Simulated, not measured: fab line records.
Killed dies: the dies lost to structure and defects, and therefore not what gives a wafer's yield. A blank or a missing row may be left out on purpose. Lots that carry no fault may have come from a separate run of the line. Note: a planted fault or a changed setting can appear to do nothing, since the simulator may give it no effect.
fab line records | flow berkeley_cmos170
record: lots: 15 wafers: 45 last_day: 12
route steps=331 shown FIELD@93 NLDD@165 SDANNEAL@205 CONTACT@224
lots untouched by any fault: they come from a run of this same line in which no faults occurred
start_h: hours from the record's first day to the start of the lot's first wafer shown | wait_h: hours since the lot's step before | " identical to the entry in the row above | L1.1+2: one row covering several wafers at once | - either no value or no given start | * or withheld: withheld | < > ~ a bound
route shown NAME@n: names a module that has steps shown in the file, with the first one's number in the route | usual: average and standard deviation across the fault-free wafers | same: alike in all rows | chamber/n: place in a boat | sites: readings site by site | _std_site: standard deviation across them | _edge_site: mean of outer sites minus mean of inner sites | radius_mm: for every site, how far away it sits from the centre of the wafer | mask NAME#n: copy n | behind: the tool/chamber that last shaped the wafer | hold: reason for holding the lot/hours on hold/outcome of the hold | device: transistor that didn't switch, given as n, p or np | end of line: the same wafers' tests at the end of the route | a step without rows: its recipe alone | killed: count of dies lost to structure and defects at first sort (not the wafer's yield) | map: shows each die of a wafer: x if killed, . if not, _ if none is there
set.NAME: the setting as run; set.NAME@STEP: as run at that earlier step | model.NAME: the simulator's own value behind a step, which no gauge read
route steps across a sampled set of lots; one table per step, one row per wafer
services: from which hour (start_h, from the record's first day; less than 0 if before it) a tool's chamber was out of use, for how many hours, and why
== steps ==
step: UCB170_FIELD_WET_ETCH_04
recipe: chemistry: dHF dilution: 10:1 target: SiO2 temp_c: 25 time_s: 60
usual: bath_heat_duty_pct: 5.8/0.73 run_length_s: 87.7/2.9 temp_c: 25.00/0.1
columns lot.wafer tool chamber start_h wait_h bath_heat_duty_pct run_length_s temp_c
L896.2 wet_bench-04 2 103.52 0.0 5.9 84.4 24.98
L896.4 " 2 " " 5.8 84.4 24.81
L896.6 " 2 " " 4.9 84.4 24.95
L897.3 wet_bench-04 3 103.52 0.0 7.9 87.3 24.95
L897.4 " 3 " " 7.4 87.3 25.04
L897.5 " 3 " " 6.7 87.3 24.85
L898.2 wet_bench-03 2 109.07 0.0 5.4 92.0 24.80
L898.3 " 2 " " 5.9 92.0 24.85
L898.6 " 2 " " 5.1 92.0 25.03
L900.2 wet_bench-02 2 113.13 0.1 6.1 93.0 25.05
L900.4 " 2 " " 5.3 93.0 25.00
L900.5 " 2 " " 6.4 93.0 25.00
L901.3 wet_bench-03 0 126.61 0.0 5.9 86.8 25.05
L901.4 " 0 " " 6.1 86.8 25.01
L901.6 " 0 " " 5.5 86.8 25.13
L903.1 wet_bench-03 3 126.61 0.0 4.3 86.4 25.15
L903.2 " 3 " " 5.0 86.4 25.04
L903.5 " 3 " " 4.2 86.4 24.96
L909.2 wet_bench-04 0 163.84 0.0 - - -
L909.3 " 0 " " - - -
L909.6 " 0 " " - - -
L910.1 wet_bench-04 1 163.84 0.0 - - -
L910.3 " 1 " " - - -
L910.6 " 1 " " - - -
L911.1 wet_bench-03 2 177.89 0.0 - - -
L911.2 " 2 " " - - -
L911.6 " 2 " " - - -
L913.2 wet_bench-03 3 177.89 0.0 4.7 93.0 24.94
L913.4 " 3 " " 5.7 93.0 25.03
L913.6 " 3 " " 4.7 93.0 24.89
L914.1 wet_bench-02 1 203.53 0.0 6.2 86.2 25.13
L914.2 " 1 " " 6.8 86.2 25.13
L914.3 " 1 " " 5.9 86.2 25.05
L915.4 wet_bench-02 2 203.53 0.0 5.7 87.0 25.10
L915.5 " 2 " " 6.3 87.0 25.02
L915.6 " 2 " " 6.6 87.0 24.96
L916.2 wet_bench-02 2 203.53 0.0 5.3 85.8 24.94
L916.3 " 2 " " 5.5 85.8 25.09
L916.4 " 2 " " 5.1 85.8 25.13
L917.3 wet_bench-02 1 215.98 0.0 5.9 86.0 24.88
L917.5 " 1 " " 6.6 86.0 24.88
L917.6 " 1 " " 6.4 86.0 24.99
L918.1 wet_bench-02 1 215.98 0.0 6.3 85.6 25.21
L918.3 " 1 " " 6.3 85.6 25.20
L918.6 " 1 " " 6.6 85.6 25.26
step: UCB170_NLDD_OVL_MEAS_07
usual: NLDD_OVL: -1/5
columns lot.wafer tool chamber start_h wait_h NLDD_OVL[nm]
L896.2 overlay-01 - 139.82 0.1 -10
L896.4 " - " " -7
L896.6 " - " " -9
L897.3 overlay-01 - 140.10 0.1 1
L897.4 " - " " -3
L897.5 " - " " 1
L900.2 overlay-02 - 152.75 0.1 -9
L900.4 " - " " -4
L900.5 " - " " 2
L898.2 overlay-01 - 153.02 0.1 3
L898.3 " - " " 4
L898.6 " - " " 0
L903.1 overlay-01 - 160.32 0.1 3
L903.2 " - " " 5
L903.5 " - " " 1
L901.3 overlay-02 - 160.61 0.1 5
L901.4 " - " " -2
L901.6 " - " " 2
L913.2 overlay-02 - 229.04 0.1 -1
L913.4 " - " " 3
L913.6 " - " " 5
L915.4 overlay-02 - 243.35 0.1 5
L915.5 " - " " 3
L915.6 " - " " 4
L914.1 overlay-01 - 244.12 0.1 -2
L914.2 " - " " -8
L914.3 " - " " -2
L916.2 overlay-01 - 244.85 0.1 -10
L916.3 " - " " -10
L916.4 " - " " -10
L918.1 overlay-02 - 251.72 0.1 4
L918.3 " - " " -4
L918.6 " - " " -6
L917.3 overlay-01 - 252.24 0.1 -2
L917.5 " - " " 3
L917.6 " - " " 1
step: UCB170_SDANNEAL_RTA_01
recipe: temp_c: 1050 time_s: 5 ambient: N2
usual: chamber_o2_ppm: 2.001/0.023 lamp_power_pct: 35/4.3 wafer_temp_C_max: 1055.0/2.5
columns lot.wafer tool chamber start_h wait_h chamber_o2_ppm lamp_power_pct wafer_temp_C_max
L896.2 rtp_anneal-02 0 155.34 0.1 2.018 31 1052.1
L896.4 " 0 " " 1.996 31 1052.6
L896.6 " 0 " " 1.987 31 1053.5
L897.3 rtp_anneal-01 0 155.59 0.1 1.998 40 1058.0
L897.4 " 0 " " 1.984 40 1056.3
L897.5 " 0 " " 1.981 40 1054.5
L900.2 rtp_anneal-01 0 161.68 0.1 1.988 40 1058.6
L900.4 " 0 " " 1.958 40 1056.0
L900.5 " 0 " " 1.983 40 1055.9
L898.2 rtp_anneal-01 0 161.92 0.1 1.960 40 1061.1
L898.3 " 0 " " 2.035 40 1056.6
L898.6 " 0 " " 1.985 40 1057.4
L901.3 rtp_anneal-01 0 170.89 0.1 2.014 40 1058.1
L901.4 " 0 " " 1.998 40 1058.6
L901.6 " 0 " " 1.996 40 1056.8
L903.1 rtp_anneal-02 0 171.82 0.1 1.980 31 1052.7
L903.2 " 0 " " 1.970 31 1053.5
L903.5 " 0 " " 2.012 31 1053.6
L913.2 rtp_anneal-01 0 239.18 0.1 2.018 40 1055.7
L913.4 " 0 " " 2.013 40 1056.1
L913.6 " 0 " " 2.002 40 1055.3
L915.4 rtp_anneal-01 0 251.75 0.1 2.020 40 1056.8
L915.5 " 0 " " 2.030 40 1058.8
L915.6 " 0 " " 2.032 40 1057.4
L914.1 rtp_anneal-02 0 252.07 0.1 2.010 31 1053.4
L914.2 " 0 " " 2.018 31 1052.3
L914.3 " 0 " " 2.016 31 1052.6
L916.2 rtp_anneal-01 0 254.32 0.1 1.999 40 1057.8
L916.3 " 0 " " 1.999 40 1059.5
L916.4 " 0 " " 2.012 40 1058.5
L918.1 rtp_anneal-01 0 261.02 0.1 1.985 40 1058.0
L918.3 " 0 " " 1.969 40 1057.1
L918.6 " 0 " " 2.010 40 1059.0
L917.3 rtp_anneal-02 0 261.09 0.1 1.970 31 1053.0
L917.5 " 0 " " 2.000 31 1053.8
L917.6 " 0 " " 1.984 31 1052.2
step: UCB170_CONTACT_RTA_08
recipe: temp_c: 900 time_s: 10 ambient: N2
usual: chamber_o2_ppm: 1.998/0.022 lamp_power_pct: 22.8/2.8 wafer_temp_C_max: 904.5/2.1
columns lot.wafer tool chamber start_h wait_h chamber_o2_ppm lamp_power_pct wafer_temp_C_max
L897.3 rtp_anneal-02 0 159.24 0.0 1.958 20.0 902.7
L897.4 " 0 " " 1.994 20.0 902.3
L897.5 " 0 " " 1.965 20.0 901.6
L896.2 rtp_anneal-01 0 160.11 0.0 1.993 25.7 906.1
L896.4 " 0 " " 1.996 25.6 906.8
L896.6 " 0 " " 2.000 25.6 908.7
L900.2 rtp_anneal-01 0 167.79 0.0 1.959 25.7 906.8
L900.4 " 0 " " 2.015 25.6 906.0
L900.5 " 0 " " 1.991 25.7 906.6
L898.2 rtp_anneal-02 0 168.17 0.0 1.977 20.0 902.1
L898.3 " 0 " " 1.987 20.0 903.9
L898.6 " 0 " " 1.991 20.0 902.9
L901.3 rtp_anneal-01 0 174.60 0.0 2.000 25.7 904.2
L901.4 " 0 " " 1.966 25.6 904.6
L901.6 " 0 " " 1.971 25.6 906.3
L903.1 rtp_anneal-01 0 176.38 0.0 1.970 25.7 905.7
L903.2 " 0 " " 1.983 25.7 906.3
L903.5 " 0 " " 2.003 25.7 904.7
L913.2 rtp_anneal-02 0 245.57 0.0 1.984 20.0 901.5
L913.4 " 0 " " 2.009 20.0 902.8
L913.6 " 0 " " 2.033 20.0 902.7
L915.4 rtp_anneal-01 0 255.41 0.0 2.015 25.6 906.1
L915.5 " 0 " " 2.016 25.6 905.5
L915.6 " 0 " " 2.049 25.7 905.9
L914.1 rtp_anneal-02 0 256.78 0.0 2.021 20.0 901.8
L914.2 " 0 " " 1.989 20.0 903.0
L914.3 " 0 " " 1.965 20.0 903.0
L916.2 rtp_anneal-01 0 259.28 0.0 2.013 25.7 906.4
L916.3 " 0 " " 2.014 25.6 908.0
L916.4 " 0 " " 2.025 25.7 908.0
L918.1 rtp_anneal-01 0 267.60 0.0 1.998 25.7 907.7
L918.3 " 0 " " 2.035 25.6 907.0
L918.6 " 0 " " 2.010 25.7 907.4
L917.3 rtp_anneal-02 0 267.80 0.0 1.993 20.0 901.9
L917.5 " 0 " " 1.961 20.0 902.8
L917.6 " 0 " " 1.981 20.0 901.7
== services ==
columns tool chamber start_h hours kind
wet_bench-02 - 93.33 1.7 repair
== key ==
first_sign: step: UCB170_FIELD_WET_ETCH_04 reading: tool_record direction: missing
effect none on later readings
met_at UCB170_FIELD_WET_ETCH_04
struck_lots L909,L910,L911
later_rows_left_out L909.2,L909.3,L909.6,L910.1,L910.3,L910.6,L911.1,L911.2,L911.6
sort_left_out L909.2,L909.3,L909.6,L910.1,L910.3,L910.6,L911.1,L911.2,L911.6
tester_left_out L909,L910,L911
not_acting_at UCB170_NLDD_OVL_MEAS_07,UCB170_SDANNEAL_RTA_01,UCB170_CONTACT_RTA_08
onset_between 126.61 163.84
fault: kind: skipped_step_whole tool: wet_bench-03,wet_bench-04 chamber: - onset_h: 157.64 steps: UCB170_FIELD_WET_ETCH_04 scope: struck_lots_only
tester_left_out: of these lots the tester's yield and bins aren't shown, on N5 and GAA mostly nor the transistor test; their killed dies are dies lost to structure and defects alone, not to doping, threshold or leakage, so they don't give the yield
sort_left_out: the simulated sort isn't trusted on such a fault, so these wafers' sort isn't shown, and their yield isn't known
later_rows_left_out: the simulator's readings of these wafers behind a module that went badly wrong aren't trusted and aren't shown, but for the sort
